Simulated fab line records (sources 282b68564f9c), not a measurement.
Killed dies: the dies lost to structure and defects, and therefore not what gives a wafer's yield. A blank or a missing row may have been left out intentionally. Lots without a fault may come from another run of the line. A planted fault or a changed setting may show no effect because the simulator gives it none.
Split-lot experiment	flow rit-cmos	23 wafers read from 5 lots, route of 202 steps

THE SPLIT ITSELF
At RIT_NRETRO_SOFTBAKE_02 (time 60 s), the setting temp-c was moved away from the recipe's 90 C on 9 of the 23 wafers read, by -3.5% to -1.3%. All remaining wafers had this setting at the recipe value.

FROM THE SPLIT TO THE READING: what the file shows between them, 2 steps
- RIT_NRETRO_EXPOSE_03: exposes mask M4, target cd 43900 nm
- RIT_NRETRO_PEB_04

THE READING
NOVOLAK_of_NRETRO_COAT_01.thk-nm (the simulator's own value, which no gauge read), in nm, at RIT_NRETRO_DEVELOP_05 (develop time 68 s). There is no usual value for it anywhere in the file. The 14 wafers here that ran the recipe average 1290 nm, standard deviation 2.7 nm.

wafer	tool, chamber at the split	temp-c as run, C	against the recipe	NOVOLAK_of_NRETRO_COAT_01.thk-nm, nm	against lot-mates on the recipe
L076.1	litho-track-04, 0	86.81	-3.5%	1310	+18
L076.2	litho-track-04, 0	86.81	-3.5%	1304	+12
L076.3	litho-track-04, 0	90	recipe	1296	-
L076.5	litho-track-04, 0	90	recipe	1289	-
L076.6	litho-track-04, 0	86.81	-3.5%	1307	+14
L078.1	litho-track-03, 0	90	recipe	1287	-
L078.2	litho-track-03, 0	90	recipe	1291	-
L078.5	litho-track-03, 0	90	recipe	1291	-
L078.3	litho-track-03, 0	90	recipe	1289	-
L078.6	litho-track-03, 0	90	recipe	1286	-
L079.1	litho-track-02, 0	88.83	-1.3%	1294	+4
L079.3	litho-track-02, 0	90	recipe	1291	-
L079.4	litho-track-02, 0	88.83	-1.3%	1296	+6
L079.5	litho-track-02, 0	88.83	-1.3%	1292	+2
L079.6	litho-track-02, 0	90	recipe	1290	-
L084.2	litho-track-03, 0	90	recipe	1294	-
L084.4	litho-track-03, 0	90	recipe	1293	-
L084.5	litho-track-03, 0	90	recipe	1291	-
L085.1	litho-track-04, 0	88.11	-2.1%	1293	+5
L085.5	litho-track-04, 0	88.11	-2.1%	1293	+5
L085.2	litho-track-04, 0	90	recipe	1287	-
L085.3	litho-track-04, 0	88.11	-2.1%	1294	+6
L085.4	litho-track-04, 0	90	recipe	1289	-

THE FIT
A straight line over all 23 wafers: NOVOLAK_of_NRETRO_COAT_01.thk-nm changes by -3.98 nm for each +1% of temp-c; r = -0.85; the points scatter about the line by 3.3 nm.
The same after taking each lot's own level away (the mean of its wafers on the recipe; 23 wafers): -3.72 nm for each +1%; r = -0.91; scatter 2.2 nm.
The reading moves by 13 nm for the largest change in temp-c, on that fit.
From 1288.0 to 1292.7 nm: that is the span of the lots' own levels, equal to 1.7 times the standard deviation above.
Hence the lot-to-lot level has little effect on the slope; both slopes agree.
Check: for one of the wafers moved furthest among these (-3.5%), held out of the fit, the line's prediction against its lot-mates is +11.5 nm. It came out at +17.5 nm against them.

THESE WAFERS: OTHER SPLITS
These wafers also went through other splits before the reading. Each is held against what the fit with the lots' levels taken away leaves over:
other split on the same wafers	wafers away from the commonest value	r with NOVOLAK_of_NRETRO_COAT_01.thk-nm (lot level and that fit taken away)
RIT_ACTIVE_OXIDATION_01 temp-c	18	-0.05
RIT_FOX2_OXIDATION_00 temp-c	15	+0.22

THE FILE'S OWN FIT
NOVOLAK_of_NRETRO_COAT_01.thk-nm changes by -3.5 nm for each +1% of temp-c, r = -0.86.
